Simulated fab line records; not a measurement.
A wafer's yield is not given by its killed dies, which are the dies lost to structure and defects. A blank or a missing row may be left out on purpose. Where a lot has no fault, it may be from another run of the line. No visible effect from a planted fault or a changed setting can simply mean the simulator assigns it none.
What tool caused it? -- flow ritCmos -- 13 lots, 39 wafers sampled, at 5 steps of a route of 202

== WHAT THE GAUGES READ, wafer by wafer ==
RIT_WELLDRIVE_RS_MEAS_02: measures by four-point-probe.
lot,measured,on,PWELL_RS (ohm/sq)
L224,day 2 09:34,filmMetro-04,424.6 424.3 424.3
L226,day 2 15:06,filmMetro-03,426.8 426.6 427.0
L228,day 3 03:52,filmMetro-03,427.6 427.8 427.2
L230,day 3 11:27,filmMetro-02,428.0 428.9 428.6
L231,day 3 18:13,filmMetro-04,426.5 426.4 426.0
L232,day 3 22:38,filmMetro-02,425.5 425.3 425.6
L234,day 4 12:59,filmMetro-02,427.0 428.3 429.5
L235,day 4 16:30,filmMetro-03,427.3 426.8 428.3
L236,day 4 18:01,filmMetro-04,425.1 425.3 424.8
L237,day 5 00:00,filmMetro-04,427.5 426.8 427.7
L238,day 5 05:06,filmMetro-02,424.9 425.1 425.1
L246,day 6 20:08,filmMetro-04,429.1 429.4 428.7
L247,day 7 02:16,filmMetro-03,427.9 426.1 427.3

RIT_NRETRO_OVL_MEAS_06.
lot,measured,on,NRETRO_OVL (nm)
L224,day 2 10:41,overlay-02,1.2 3.6 3.1
L226,day 2 16:22,overlay-01,1.7 -0.3 0.6
L228,day 3 04:50,overlay-02,0.5 0.3 3.3
L230,day 3 12:27,overlay-01,0.6 1.5 0.7
L231,day 3 19:20,overlay-01,0.8 0.1 0.3
L232,day 3 23:43,overlay-01,1.2 0.7 1.1
L234,day 4 13:58,overlay-01,1.3 -0.3 0.3
L235,day 4 17:37,overlay-02,1.2 0.3 0.6
L236,day 4 19:01,overlay-01,3.5 1.3 1.5
L237,day 5 01:08,overlay-01,- - -
L238,day 5 06:10,overlay-01,3.5 -1.6 2.0
L246,day 6 21:07,overlay-01,0.3 2.0 0.3
L247,day 7 03:16,overlay-01,-0.4 -0.5 2.3

RIT_NRETRO_TW_MEAS_10.
lot,measured,on,NRETRO_TW
L224,day 2 11:17,filmMetro-01,1044 1042 1042
L226,day 2 16:59,filmMetro-01,1036 1043 1042
L228,day 3 05:27,filmMetro-01,1044 1044 1044
L230,day 3 13:04,filmMetro-02,1059 1054 1063
L231,day 3 20:07,filmMetro-01,1040 1044 1046
L232,day 4 00:20,filmMetro-01,1039 1040 1034
L234,day 4 14:35,filmMetro-03,1044 1044 1045
L235,day 4 18:14,filmMetro-03,1052 1047 1055
L236,day 4 19:37,filmMetro-03,1037 1044 1044
L237,day 5 01:45,filmMetro-03,30 30 30
L238,day 5 06:47,filmMetro-01,1041 1040 1044
L246,day 6 21:44,filmMetro-02,1065 1067 1067
L247,day 7 03:53,filmMetro-01,1041 1039 1046

RIT_PRETRO_TW_MEAS_10.
lot,measured,on,PRETRO_TW
L224,day 2 12:50,filmMetro-02,479 477 478
L226,day 2 18:34,filmMetro-01,470 471 472
L228,day 3 07:07,filmMetro-01,474 472 473
L230,day 3 14:37,filmMetro-04,481 479 475
L231,day 3 21:40,filmMetro-01,469 471 470
L232,day 4 01:53,filmMetro-04,481 483 482
L234,day 4 16:16,filmMetro-04,481 482 480
L235,day 4 19:53,filmMetro-04,483 484 483
L236,day 4 21:18,filmMetro-01,468 467 471
L237,day 5 03:18,filmMetro-04,1078 1079 1081
L238,day 5 08:28,filmMetro-04,476 477 476
L246,day 6 23:20,filmMetro-02,481 482 479
L247,day 7 05:26,filmMetro-02,477 478 481

== WHAT TOOL EACH LOT RAN ON (gives the tool, then ch and the chambers of the sampled wafers, and finally the start) ==
lot,RIT_NRETRO_EXPOSE_03
L224,"ilineStepper-02 ch 0, day 2 10:15"
L226,"ilineStepper-02 ch 0, day 2 15:51"
L228,"ilineStepper-01 ch 0, day 3 04:26"
L230,"ilineStepper-02 ch 0, day 3 12:01"
L231,"ilineStepper-01 ch 0, day 3 18:55"
L232,"ilineStepper-02 ch 0, day 3 23:19"
L234,"ilineStepper-02 ch 0, day 4 13:33"
L235,"ilineStepper-01 ch 0, day 4 17:11"
L236,"ilineStepper-01 ch 0, day 4 18:35"
L237,"ilineStepper-01 ch 0, day 5 00:34"
L238,"ilineStepper-01 ch 0, day 5 05:40"
L246,"ilineStepper-02 ch 0, day 6 20:42"
L247,"ilineStepper-02 ch 0, day 7 02:50"
- RIT_NRETRO_EXPOSE_03: exposes mask M4, target cd 43900 nm.

== WHAT THE TOOLS THEMSELVES READ (means of the sampled wafers that have a number; where no wafer has one, the mark that the record gives instead) ==
RIT_NRETRO_EXPOSE_03.
lot,tool,exposureDoseMJCm2
L224,ilineStepper-02,249.94
L226,ilineStepper-02,250.06
L228,ilineStepper-01,249.99
L230,ilineStepper-02,249.96
L231,ilineStepper-01,249.85
L232,ilineStepper-02,250.11
L234,ilineStepper-02,250.15
L235,ilineStepper-01,249.97
L236,ilineStepper-01,250.23
L237,ilineStepper-01,249.79
L238,ilineStepper-01,249.98
L246,ilineStepper-02,250.12
L247,ilineStepper-02,250.08

== THE ANSWER, worked out from the rows above alone ==
Rule: the lots themselves supply what counts as usual. The widest of any qualifying gaps counts: lots, ordered by their means at a reading, are off when they make up no more than a third of the lots, leave a main group of 4 or more, and stand apart from it by 3 or more times the standard deviation of that group's means. Not used: any main group whose means are identical at the precision the tables above print for the reading. A lot without any number at a reading at which 4 lots or more have one is off too. Any other lot the step has rows for is counted as sound. First the gauges in route order, then the tools' own readings, where a lot's mean is used as printed above. At the first step where some lot is off, the reading lying furthest off is the one used; lots without a number count as furthest.
Off: L237, seen at RIT_NRETRO_OVL_MEAS_06 (NRETRO_OVL). Without a number there: L237. The main group: mean 1.1 nm, standard deviation 0.66.
A tool fits if, at a process step before that reading, it ran every lot that is off, and no sound lot after the first of them. Not tried: the gauges at RIT_NRETRO_OVL_MEAS_06; whatever is off there is also off at RIT_NRETRO_TW_MEAS_10, on other tools, and gauge error can't account for it. No candidate that was tried fits.

== WHAT WAS PUT IN BY THE SIMULATOR ==
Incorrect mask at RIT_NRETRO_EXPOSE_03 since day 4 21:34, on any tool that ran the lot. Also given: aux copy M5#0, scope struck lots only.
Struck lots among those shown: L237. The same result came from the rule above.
